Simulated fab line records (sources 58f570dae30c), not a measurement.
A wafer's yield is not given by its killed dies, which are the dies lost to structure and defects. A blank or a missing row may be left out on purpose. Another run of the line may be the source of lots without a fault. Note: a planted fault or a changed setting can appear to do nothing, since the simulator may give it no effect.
fab line records	flow berkeleyCmos170
record lots=5	wafers=23
route steps=331 shown NSD@190 SDANNEAL@205 NLDD@209 SILICIDE@211 CONTACT@217 M1@250 M2@272
startH: the number of hours between the record's first day and the start of the first shown wafer of the lot	waitH: time in hours since the lot's previous step	" the same as in the row above	L1.1+2: several wafers, shown together as one row	- no value present, or no start provided	* or withheld: withheld	< > ~ a bound
route shown NAME@n: names a module that has steps shown in the file, with the first one's number in the route	usual: mean and standard deviation over wafers with no fault	same: alike in all rows	chamber/n: place in a boat	sites: per-site readings	_std_site: standard deviation of those values	_edge_site: the outer-site mean with the inner-site mean subtracted	radiusMm: how far each site lies from the wafer's centre	mask NAME#n: copy n	behind: the most recent tool/chamber to have shaped the wafer	hold: the reason the lot was held/the length of the hold in hours/how it ended	device: the n, p or np transistor that did not switch	end of line: the same wafers' tests at the end of the route	where a step has no rows: the recipe by itself	killed: the dies lost at the first sort to structure and to defects; this is not the yield of the wafer	map: a wafer's dies, marking killed ones x, the rest . and places with no die _
set.NAME: the setting as run; set.NAME@STEP: as run at that earlier step	model.NAME: the simulator's own value behind a step, which no gauge read
lots run with intentionally changed settings; tables by step, rows by wafer
## steps
# step UCB170_NSD_EXPOSE_03
# recipe maskId=NSELECT_MOD	na=0.5	sigmaOuter=0.6	sourceShape=conventional	targetCdNm=1200	doseMj=30
lot.wafer	tool	chamber	startH	waitH	mask	set.doseMj
L076.1+2+4	krfScanner-01	0	171.49	0.4	NSELECT_MOD#0	32.04
L076.3+6	"	0	"	"	NSELECT_MOD#0	30
L079.2+3+4+5+6	krfScanner-01	0	188.30	0.3	NSELECT_MOD#0	30
L081.1+4	krfScanner-01	0	205.50	0.1	NSELECT_MOD#0	30
L081.2+5+6	"	0	"	"	NSELECT_MOD#0	28.61
L083.2+5	krfScanner-02	0	217.04	0.4	NSELECT_MOD#0	27.91
L083.3+4+6	"	0	"	"	NSELECT_MOD#0	30
L085.1+3+6	krfScanner-02	0	238.63	0.1	NSELECT_MOD#0	30
# step UCB170_NSD_PEB_04
# recipe pebTempC=130	pebTimeS=withheld	resist=KrF
# step UCB170_NSD_DEVELOP_05
# recipe developer=TMAH	developTimeS=45	resist=KrF	devTempC=21
# step UCB170_NSD_CD_MEAS_06
# recipe targetCdNm=1200
# usual cdNm=1199.9/1.2
lot.wafer	tool	chamber	startH	waitH	set.doseMj@NSD_EXPOSE_03	cdNm
L076.1	cdSem-02	-	171.88	-	32.04	1211.2
L076.2	"	-	"	"	32.04	1211.2
L076.3	"	-	"	"	30	1198.5
L076.4	"	-	"	"	32.04	1211.9
L076.6	"	-	"	"	30	1200.0
L079.2	cdSem-02	-	189.06	-	30	1203.4
L079.3	"	-	"	"	30	1202.1
L079.4	"	-	"	"	30	1202.4
L079.5	"	-	"	"	30	1202.5
L079.6	"	-	"	"	30	1202.5
L081.1	cdSem-02	-	205.96	-	30	1200.1
L081.2	"	-	"	"	28.61	1190.7
L081.4	"	-	"	"	30	1200.7
L081.5	"	-	"	"	28.61	1191.7
L081.6	"	-	"	"	28.61	1193.1
L083.2	cdSem-01	-	217.43	-	27.91	1185.2
L083.3	"	-	"	"	30	1198.1
L083.4	"	-	"	"	30	1198.4
L083.5	"	-	"	"	27.91	1185.3
L083.6	"	-	"	"	30	1200.2
L085.1	cdSem-01	-	239.44	-	30	1199.5
L085.3	"	-	"	"	30	1199.7
L085.6	"	-	"	"	30	1200.7
# step UCB170_NSD_IMPLANT_08
# recipe species=P	doseCm2=3e+15	energyKev=40	tiltDeg=7
lot.wafer	tool	chamber	startH	waitH	set.doseCm2
L076.1+3+4	implanter-04	0	172.04	0.0	3e+15
L076.2+6	"	0	"	"	2.84e+15
L079.2+5+6	implanter-03	0	189.22	0.0	2.857e+15
L079.3+4	"	0	"	"	3e+15
L081.1+2+4	implanter-04	0	206.12	0.0	2.778e+15
L081.5+6	"	0	"	"	3e+15
L083.2+3+5	implanter-02	0	217.60	0.0	3.11e+15
L083.4+6	"	0	"	"	3e+15
L085.1+3+6	implanter-04	0	239.60	0.0	3e+15
# step UCB170_NSD_STRIP_09
# recipe chemistry=O2	powerW=400	pressureMtorr=3500	platenTempC=withheld	o2FlowSccm=400	overashFraction=0.5
# usual stripTimeToEndpointS=35.80/0.085
lot.wafer	tool	chamber	startH	waitH	set.doseCm2@NSD_IMPLANT_08	stripTimeToEndpointS
L076.1	plasmaAsher-02	0	172.19	0.1	3e+15	35.74
L076.2	"	1	"	"	2.84e+15	35.26
L076.3	"	0	"	"	3e+15	35.75
L076.4	"	1	"	"	3e+15	35.80
L076.6	"	1	"	"	2.84e+15	35.28
L079.2	plasmaAsher-04	0	189.34	0.1	2.857e+15	35.43
L079.3	"	1	"	"	3e+15	35.84
L079.4	"	0	"	"	3e+15	35.82
L079.5	"	0	"	"	2.857e+15	35.37
L079.6	"	1	"	"	2.857e+15	35.48
L081.1	plasmaAsher-01	0	206.27	0.1	2.778e+15	35.10
L081.2	"	1	"	"	2.778e+15	35.09
L081.4	"	0	"	"	2.778e+15	34.97
L081.5	"	1	"	"	3e+15	35.88
L081.6	"	0	"	"	3e+15	35.79
L083.2	plasmaAsher-02	1	217.72	0.1	3.11e+15	36.33
L083.3	"	1	"	"	3.11e+15	36.29
L083.4	"	0	"	"	3e+15	35.84
L083.5	"	1	"	"	3.11e+15	36.18
L083.6	"	0	"	"	3e+15	35.82
L085.1	plasmaAsher-02	1	239.75	0.1	3e+15	35.85
L085.3	"	0	"	"	3e+15	35.81
L085.6	"	1	"	"	3e+15	35.78
# step UCB170_NSD_CLEAN_11
# recipe chemistry=SPM	tempC=120	timeS=600
# step UCB170_SDANNEAL_RTA_01
# recipe tempC=1050	timeS=5	ambient=N2
# step UCB170_SDANNEAL_RS_MEAS_03
# recipe thkMeasGauge=four-point-probe
# usual NSD_RS=37.27/0.091
lot.wafer	tool	chamber	startH	waitH	set.doseCm2@NSD_IMPLANT_08	NSD_RS[ohm/sq]
L076.1	filmMetro-04	-	174.00	0.1	3e+15	37.46
L076.2	"	-	"	"	2.84e+15	38.26
L076.3	"	-	"	"	3e+15	37.51
L076.4	"	-	"	"	3e+15	37.36
L076.6	"	-	"	"	2.84e+15	38.38
L079.2	filmMetro-01	-	190.67	0.1	2.857e+15	38.11
L079.3	"	-	"	"	3e+15	37.21
L079.4	"	-	"	"	3e+15	37.34
L079.5	"	-	"	"	2.857e+15	38.10
L079.6	"	-	"	"	2.857e+15	38.04
L081.1	filmMetro-02	-	207.80	0.1	2.778e+15	38.63
L081.2	"	-	"	"	2.778e+15	38.71
L081.4	"	-	"	"	2.778e+15	38.65
L081.5	"	-	"	"	3e+15	37.22
L081.6	"	-	"	"	3e+15	37.19
L083.2	filmMetro-04	-	219.28	0.1	3.11e+15	36.67
L083.3	"	-	"	"	3.11e+15	36.64
L083.4	"	-	"	"	3e+15	37.13
L083.5	"	-	"	"	3.11e+15	36.56
L083.6	"	-	"	"	3e+15	37.25
L085.1	filmMetro-01	-	241.61	0.1	3e+15	37.34
L085.3	"	-	"	"	3e+15	37.34
L085.6	"	-	"	"	3e+15	37.35
# step UCB170_SDANNEAL_RS_MEAS_05
# recipe thkMeasGauge=four-point-probe
# usual NLDD_RS=616.2/1.1
lot.wafer	tool	chamber	startH	waitH	set.tiltDeg@NLDD_IMPLANT_08	NLDD_RS[ohm/sq]
L076.1	filmMetro-04	-	174.24	0.1	7.833	619.9
L076.2	"	-	"	"	7	615.6
L076.3	"	-	"	"	7	616.8
L076.4	"	-	"	"	7.833	618.4
L076.6	"	-	"	"	7	615.8
L079.2	filmMetro-01	-	190.91	0.1	7	617.0
L079.3	"	-	"	"	7	615.6
L079.4	"	-	"	"	7	617.7
L079.5	"	-	"	"	6.503	613.2
L079.6	"	-	"	"	6.503	614.1
L081.1	filmMetro-02	-	208.04	0.1	7.894	621.4
L081.2	"	-	"	"	7	618.2
L081.4	"	-	"	"	7	616.3
L081.5	"	-	"	"	7.894	621.2
L081.6	"	-	"	"	7.894	621.4
L083.2	filmMetro-04	-	219.52	0.1	7.457	619.7
L083.3	"	-	"	"	7.457	621.1
L083.4	"	-	"	"	7	617.9
L083.5	"	-	"	"	7	617.1
L083.6	"	-	"	"	7	616.9
L085.1	filmMetro-01	-	241.85	0.1	7	616.1
L085.3	"	-	"	"	7	616.3
L085.6	"	-	"	"	7	615.6
# step UCB170_SILICIDE_SPUTTER_01
# recipe material=Ti	targetThkNm=30	timeS=25	powerW=1500	chamberPressurePa=0.5
lot.wafer	tool	chamber	startH	waitH	set.timeS	model.Ti_of_SILICIDE_SPUTTER_01.thkNm
L076.1	pvdSputter-03	-	174.43	0.0	27.39	32.99
L076.2	"	-	"	"	25	29.79
L076.3	"	-	"	"	27.39	32.86
L076.4	"	-	"	"	25	30.06
L076.6	"	-	"	"	27.39	32.78
L079.2	pvdSputter-03	-	191.07	0.0	26.2	30.99
L079.3	"	-	"	"	25	30.3
L079.4	"	-	"	"	26.2	31.16
L079.5	"	-	"	"	25	29.78
L079.6	"	-	"	"	25	29.82
L081.1	pvdSputter-04	-	208.23	0.0	25	30.07
L081.2	"	-	"	"	25	30.18
L081.4	"	-	"	"	21.48	25.95
L081.5	"	-	"	"	25	29.66
L081.6	"	-	"	"	21.48	25.9
L083.2	pvdSputter-03	-	219.69	0.0	25	30.26
L083.3+6	"	-	"	"	25	30.04
L083.4	"	-	"	"	25	29.77
L083.5	"	-	"	"	25	30.15
L085.1	pvdSputter-03	-	242.04	0.0	25	29.86
L085.3	"	-	"	"	25	30.21
L085.6	"	-	"	"	25	29.71
# step UCB170_SILICIDE_RS_MEAS_02
# recipe thkMeasGauge=four-point-probe	reads=Ti_of_SILICIDE_SPUTTER_01
# usual SILICIDE_TI_RS=26.13/0.24
lot.wafer	tool	chamber	startH	waitH	set.timeS@SILICIDE_SPUTTER_01	SILICIDE_TI_RS[ohm/sq]
L076.1	filmMetro-03	-	174.46	0.0	27.39	23.36
L076.2	"	-	"	"	25	26.32
L076.3	"	-	"	"	27.39	23.51
L076.4	"	-	"	"	25	26.09
L076.6	"	-	"	"	27.39	23.55
L079.2	filmMetro-01	-	191.13	0.0	26.2	25.13
L079.3	"	-	"	"	25	25.77
L079.4	"	-	"	"	26.2	24.97
L079.5	"	-	"	"	25	26.31
L079.6	"	-	"	"	25	26.31
L081.1	filmMetro-03	-	208.26	0.0	25	26.07
L081.2	"	-	"	"	25	25.93
L081.4	"	-	"	"	21.48	31.07
L081.5	"	-	"	"	25	26.53
L081.6	"	-	"	"	21.48	31.06
L083.2	filmMetro-04	-	219.74	0.0	25	25.86
L083.3	"	-	"	"	25	26.06
L083.4	"	-	"	"	25	26.38
L083.5	"	-	"	"	25	26.01
L083.6	"	-	"	"	25	26.15
L085.1	filmMetro-03	-	242.07	0.0	25	26.20
L085.3	"	-	"	"	25	25.93
L085.6	"	-	"	"	25	26.50
# step UCB170_SILICIDE_THK_MEAS_03
# recipe thkMeasGauge=xrf	reads=Ti_of_SILICIDE_SPUTTER_01
# usual SILICIDE_TI_THK=29.96/0.23
lot.wafer	tool	chamber	startH	waitH	set.timeS@SILICIDE_SPUTTER_01	SILICIDE_TI_THK[nm]
L076.1	filmMetro-03	-	174.58	0.1	27.39	32.88
L076.2	"	-	"	"	25	29.78
L076.3	"	-	"	"	27.39	32.74
L076.4	"	-	"	"	25	30.15
L076.6	"	-	"	"	27.39	32.74
L079.2	filmMetro-01	-	191.24	0.1	26.2	31.09
L079.3	"	-	"	"	25	30.39
L079.4	"	-	"	"	26.2	31.15
L079.5	"	-	"	"	25	29.81
L079.6	"	-	"	"	25	29.73
L081.1	filmMetro-03	-	208.38	0.1	25	30.10
L081.2	"	-	"	"	25	30.19
L081.4	"	-	"	"	21.48	25.96
L081.5	"	-	"	"	25	29.70
L081.6	"	-	"	"	21.48	25.97
L083.2	filmMetro-04	-	219.85	0.1	25	30.07
L083.3	"	-	"	"	25	29.99
L083.4	"	-	"	"	25	29.65
L083.5	"	-	"	"	25	29.97
L083.6	"	-	"	"	25	29.80
L085.1	filmMetro-03	-	242.19	0.1	25	29.97
L085.3	"	-	"	"	25	30.40
L085.6	"	-	"	"	25	29.77
# step UCB170_CONTACT_CVD_01
# recipe material=PSG	targetThkNm=700	tempC=450	precursor=SiH4/O2/PH3	timeS=2820	pressureMtorr=300	sih4FlowSccm=60	o2FlowSccm=90	ph3FlowSccm=25
lot.wafer	tool	chamber	startH	waitH	set.tempC	model.PSG_of_CONTACT_CVD_01.thkNm
L076.1	-	-	-	0.9	450	696.6
L076.2	"	-	"	"	450	703.7
L076.3	"	-	"	"	450	703.8
L076.4	"	-	"	"	450	701.6
L076.6	"	-	"	"	450	706
L079.2	-	-	-	0.0	456.3	734.4
L079.3	"	-	"	"	456.3	736.4
L079.4	"	-	"	"	456.3	739
L079.5	"	-	"	"	456.3	739.1
L079.6	"	-	"	"	456.3	741.7
L081.1	-	-	-	0.0	462.6	773.4
L081.2	"	-	"	"	462.6	774.1
L081.4	"	-	"	"	462.6	773.1
L081.5	"	-	"	"	462.6	777.6
L081.6	"	-	"	"	462.6	772.2
L083.2	-	-	-	1.3	460	760.4
L083.3	"	-	"	"	460	757.4
L083.4	"	-	"	"	460	754.2
L083.5	"	-	"	"	460	761.5
L083.6	"	-	"	"	460	760.7
L085.1	lpcvd-02	1	242.52	0.0	450	699.9
L085.3	"	1	"	"	450	702.1
L085.6	"	1	"	"	450	697.8
# step UCB170_CONTACT_THK_MEAS_02
# recipe reads=PSG_of_CONTACT_CVD_01
# usual CONTACT_PSG_THK=699/4.8
lot.wafer	tool	chamber	startH	waitH	set.tempC@CONTACT_CVD_01	CONTACT_PSG_THK[nm]
L076.1	filmMetro-03	-	-	-	450	696
L076.2	"	-	"	"	450	704
L076.3	"	-	"	"	450	704
L076.4	"	-	"	"	450	702
L076.6	"	-	"	"	450	706
L079.2	filmMetro-02	-	-	-	456.3	734
L079.3	"	-	"	"	456.3	736
L079.4	"	-	"	"	456.3	739
L079.5	"	-	"	"	456.3	739
L079.6	"	-	"	"	456.3	742
L081.1	filmMetro-01	-	-	-	462.6	773
L081.2	"	-	"	"	462.6	774
L081.4	"	-	"	"	462.6	773
L081.5	"	-	"	"	462.6	777
L081.6	"	-	"	"	462.6	772
L083.2	filmMetro-02	-	-	-	460	761
L083.3	"	-	"	"	460	758
L083.4	"	-	"	"	460	754
L083.5	"	-	"	"	460	761
L083.6	"	-	"	"	460	761
L085.1	filmMetro-03	-	244.30	0.0	450	700
L085.3	"	-	"	"	450	702
L085.6	"	-	"	"	450	698
# step UCB170_CONTACT_COAT_09
# recipe resist=BARC	tempC=withheld	timeS=withheld	spinRpm=3000	resistThkNm=withheld
lot.wafer	tool	chamber	startH	waitH	set.spinRpm
L076.1+2+6	lithoTrack-01	0	178.77	0.1	3209
L076.3+4	"	0	"	"	3000
L079.2+3+5	lithoTrack-04	0	194.33	0.1	3000
L079.4+6	"	0	"	"	3215
L081.1+5+6	lithoTrack-01	0	211.35	0.1	3000
L081.2+4	"	0	"	"	3097
L083.2+4	lithoTrack-01	0	224.13	0.1	3000
L083.3+5+6	"	0	"	"	2812
L085.1+3+6	lithoTrack-01	0	245.64	0.1	3000
# step UCB170_CONTACT_COAT_10
# recipe resist=KrF	spinRpm=1500	resistThkNm=900
# step UCB170_CONTACT_SOFTBAKE_11
# recipe resist=KrF	tempC=130	timeS=60
# step UCB170_CONTACT_ETCH_17
# recipe chemistry=N2/H2	targetDepthA=withheld	overetchA=withheld	target=BARC	timeS=withheld	sourceW=500	biasW=100	pressureMtorr=30	n2FlowSccm=100	h2FlowSccm=200
# step UCB170_CONTACT_ETCH_18
# recipe chemistry=CHF3/CF4/Ar	target=PSG	stopOn=TiSi2	CHF3_flow_sccm=45	cf4FlowSccm=15	Ar_flow_sccm=150	pressureMtorr=200	rfW=700	targetDepthA=8400	overEtchFrac=0.2	timeS=195
lot.wafer	tool	chamber	startH	waitH	set.tempC@CONTACT_CVD_01	model.CONTACT.featureDepthNm	model.etch.depthNm
L076.1	rieDiel-04	1	-	-	450	696.6	696.6
L076.2	"	2	"	"	450	703.7	703.7
L076.3	"	3	"	"	450	703.8	703.8
L076.4	"	0	"	"	450	701.6	701.6
L076.6	"	1	"	"	450	705.9	706
L079.2	rieDiel-03	1	-	-	456.3	734.4	-
L079.3	"	0	"	"	456.3	736.4	-
L079.4	"	2	"	"	456.3	739	739
L079.5	"	1	"	"	456.3	739.1	739.1
L079.6	"	2	"	"	456.3	741.7	741.7
L081.1	rieDiel-01	0	-	-	462.6	773.4	773.4
L081.2	"	3	"	"	462.6	774.1	-
L081.4	"	0	"	"	462.6	773.1	773.1
L081.5	"	3	"	"	462.6	777.6	-
L081.6	"	2	"	"	462.6	772.2	-
L083.2	rieDiel-04	3	-	-	460	760.4	-
L083.3	"	1	"	"	460	757.4	-
L083.4	"	0	"	"	460	754.2	-
L083.5	"	0	"	"	460	761.5	761.5
L083.6	"	3	"	"	460	760.7	760.7
L085.1	rieDiel-04	0	-	-	450	699.9	699.9
L085.3	"	1	"	"	450	702.1	702.1
L085.6	"	2	"	"	450	697.8	697.8
# step UCB170_M1_METAL_ETCH_12
# recipe chemistry=Cl2/BCl3	target=Al	stopOn=PSG	pressureMtorr=12	targetDepthA=7800	overEtchFrac=0.3	timeS=130	icpW=600	biasW=120	Cl2_flow_sccm=90	bcl3FlowSccm=45
lot.wafer	tool	chamber	startH	waitH	set.icpW	model.KrF_of_M1_COAT_04.thkNm
L076.1	rieMetal-04	0	182.06	-	640.9	417.1
L076.2	"	1	"	"	640.9	397.4
L076.3	"	0	"	"	600	450.1
L076.4	"	1	"	"	640.9	398.9
L076.6	"	1	"	"	600	424.3
L079.2	rieMetal-03	0	197.43	-	600	456.7
L079.3	"	1	"	"	600	455
L079.4	"	0	"	"	600	459.6
L079.5	"	0	"	"	642.1	431.1
L079.6	"	1	"	"	642.1	421.6
L081.1	rieMetal-03	0	214.31	-	637	423.8
L081.2	"	1	"	"	600	436
L081.4	"	1	"	"	637	415.2
L081.5	"	1	"	"	600	440.3
L081.6	"	0	"	"	637	425
L083.2	rieMetal-01	0	227.14	-	653.2	393.1
L083.3	"	1	"	"	653.2	402.7
L083.4	"	0	"	"	600	432.2
L083.5	"	1	"	"	600	438.6
L083.6	"	0	"	"	600	435.8
L085.1	rieMetal-04	1	248.60	-	600	421.6
L085.3	"	1	"	"	600	426.1
L085.6	"	1	"	"	600	427.1
# step UCB170_M2_SPUTTER_01
# recipe material=Al	targetThkNm=900	timeS=120	powerW=6000	chamberPressurePa=0.5
lot.wafer	tool	chamber	startH	waitH	set.timeS	model.Al_of_M2_SPUTTER_01.thkNm
L076.1	pvdSputter-04	-	188.02	0.0	120	905.5
L076.2	"	-	"	"	120	900.1
L076.3	"	-	"	"	120	896.9
L076.4	"	-	"	"	120	898.2
L076.6	"	-	"	"	120	913
L079.2	pvdSputter-01	-	202.83	0.0	131	977.5
L079.3	"	-	"	"	131	981.6
L079.4	"	-	"	"	120	897.8
L079.5	"	-	"	"	120	900.5
L079.6	"	-	"	"	120	894.9
L081.1	pvdSputter-01	-	218.47	0.0	120	900.3
L081.2	"	-	"	"	102.2	767.5
L081.4	"	-	"	"	120	896.5
L081.5	"	-	"	"	102.2	764.1
L081.6	"	-	"	"	102.2	762.3
L083.2	pvdSputter-02	-	231.91	0.0	134.4	1003
L083.3	"	-	"	"	134.4	1008
L083.4	"	-	"	"	134.4	1009
L083.5	"	-	"	"	120	910.9
L083.6	"	-	"	"	120	887.7
L085.1	pvdSputter-04	-	252.75	0.0	120	902.9
L085.3	"	-	"	"	120	906.3
L085.6	"	-	"	"	120	904.2
# step UCB170_M2_RS_MEAS_02
# recipe thkMeasGauge=four-point-probe	reads=Al_of_M2_SPUTTER_01
# usual M2_AL_RS=0.0322/0.00039
lot.wafer	tool	chamber	startH	waitH	set.timeS@M2_SPUTTER_01	M2_AL_RS[ohm/sq]
L076.1	filmMetro-03	-	188.10	0.0	120	0.0320
L076.2	"	-	"	"	120	0.0322
L076.3	"	-	"	"	120	0.0323
L076.4	"	-	"	"	120	0.0322
L076.6	"	-	"	"	120	0.0317
L079.2	filmMetro-01	-	202.93	0.1	131	0.0296
L079.3	"	-	"	"	131	0.0295
L079.4	"	-	"	"	120	0.0322
L079.5	"	-	"	"	120	0.0321
L079.6	"	-	"	"	120	0.0323
L081.1	filmMetro-01	-	218.56	0.0	120	0.0321
L081.2	"	-	"	"	102.2	0.0377
L081.4	"	-	"	"	120	0.0322
L081.5	"	-	"	"	102.2	0.0379
L081.6	"	-	"	"	102.2	0.0381
L083.2	filmMetro-01	-	232.01	0.1	134.4	0.0288
L083.3	"	-	"	"	134.4	0.0287
L083.4	"	-	"	"	134.4	0.0286
L083.5	"	-	"	"	120	0.0316
L083.6	"	-	"	"	120	0.0326
L085.1	filmMetro-01	-	252.83	0.0	120	0.0320
L085.3	"	-	"	"	120	0.0319
L085.6	"	-	"	"	120	0.0320
# step UCB170_M2_THK_MEAS_03
# recipe thkMeasGauge=xrf	reads=Al_of_M2_SPUTTER_01
# usual M2_AL_THK=887/10
lot.wafer	tool	chamber	startH	waitH	set.timeS@M2_SPUTTER_01	M2_AL_THK[nm]
L076.1	filmMetro-03	-	188.22	0.1	120	890
L076.2	"	-	"	"	120	884
L076.3	"	-	"	"	120	884
L076.4	"	-	"	"	120	883
L076.6	"	-	"	"	120	898
L079.2	filmMetro-01	-	203.04	0.1	131	967
L079.3	"	-	"	"	131	973
L079.4	"	-	"	"	120	888
L079.5	"	-	"	"	120	887
L079.6	"	-	"	"	120	883
L081.1	filmMetro-01	-	218.68	0.1	120	886
L081.2	"	-	"	"	102.2	761
L081.4	"	-	"	"	120	887
L081.5	"	-	"	"	102.2	754
L081.6	"	-	"	"	102.2	753
L083.2	filmMetro-01	-	232.12	0.1	134.4	990
L083.3	"	-	"	"	134.4	994
L083.4	"	-	"	"	134.4	992
L083.5	"	-	"	"	120	896
L083.6	"	-	"	"	120	878
L085.1	filmMetro-01	-	252.95	0.1	120	892
L085.3	"	-	"	"	120	892
L085.6	"	-	"	"	120	890
## key
split step=UCB170_NSD_EXPOSE_03	setting=doseMj	stated=30	by=wafer
response step=UCB170_NSD_CD_MEAS_06	reading=cdNm	change=+1.87	per=1%	r=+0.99
split step=UCB170_NSD_IMPLANT_08	setting=doseCm2	stated=3e+15	by=wafer
response step=UCB170_NSD_STRIP_09	reading=stripTimeToEndpointS	change=*	per=1%	r=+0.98
response step=UCB170_SDANNEAL_RS_MEAS_03	reading=NSD_RS	change=-0.179	per=1%	r=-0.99
split step=UCB170_SILICIDE_SPUTTER_01	setting=timeS	stated=25	by=wafer
response step=UCB170_SILICIDE_SPUTTER_01	reading=model.Ti_of_SILICIDE_SPUTTER_01.thkNm	change=+0.29	per=1%	r=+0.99
response step=UCB170_SILICIDE_RS_MEAS_02	reading=SILICIDE_TI_RS	change=-0.32	per=1%	r=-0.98
response step=UCB170_SILICIDE_THK_MEAS_03	reading=SILICIDE_TI_THK	change=+0.286	per=1%	r=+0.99
split step=UCB170_CONTACT_CVD_01	setting=tempC	stated=450	by=lot
response step=UCB170_CONTACT_CVD_01	reading=model.PSG_of_CONTACT_CVD_01.thkNm	change=+25.9	per=1%	r=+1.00
response step=UCB170_CONTACT_THK_MEAS_02	reading=CONTACT_PSG_THK	change=+25.9	per=1%	r=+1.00
response step=UCB170_CONTACT_ETCH_18	reading=model.CONTACT.featureDepthNm	change=+25.9	per=1%	r=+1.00
response step=UCB170_CONTACT_ETCH_18	reading=model.etch.depthNm	change=+26.2	per=1%	r=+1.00
split step=UCB170_CONTACT_COAT_09	setting=spinRpm	stated=3000	by=wafer
response none clear
split step=UCB170_M1_METAL_ETCH_12	setting=icpW	stated=600	by=wafer
response step=UCB170_M1_METAL_ETCH_12	reading=model.KrF_of_M1_COAT_04.thkNm	change=-4.13	per=1%	r=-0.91
split step=UCB170_M2_SPUTTER_01	setting=timeS	stated=120	by=wafer
response step=UCB170_M2_SPUTTER_01	reading=model.Al_of_M2_SPUTTER_01.thkNm	change=+8.98	per=1%	r=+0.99
response step=UCB170_M2_RS_MEAS_02	reading=M2_AL_RS	change=-0.000336	per=1%	r=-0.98
response step=UCB170_M2_THK_MEAS_03	reading=M2_AL_THK	change=+8.85	per=1%	r=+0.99
split outsideThisFile step=UCB170_NLDD_IMPLANT_08 setting=tiltDeg
# split outsideThisFile: this setting was split too, and the file shows its column; the key of that split is in another file
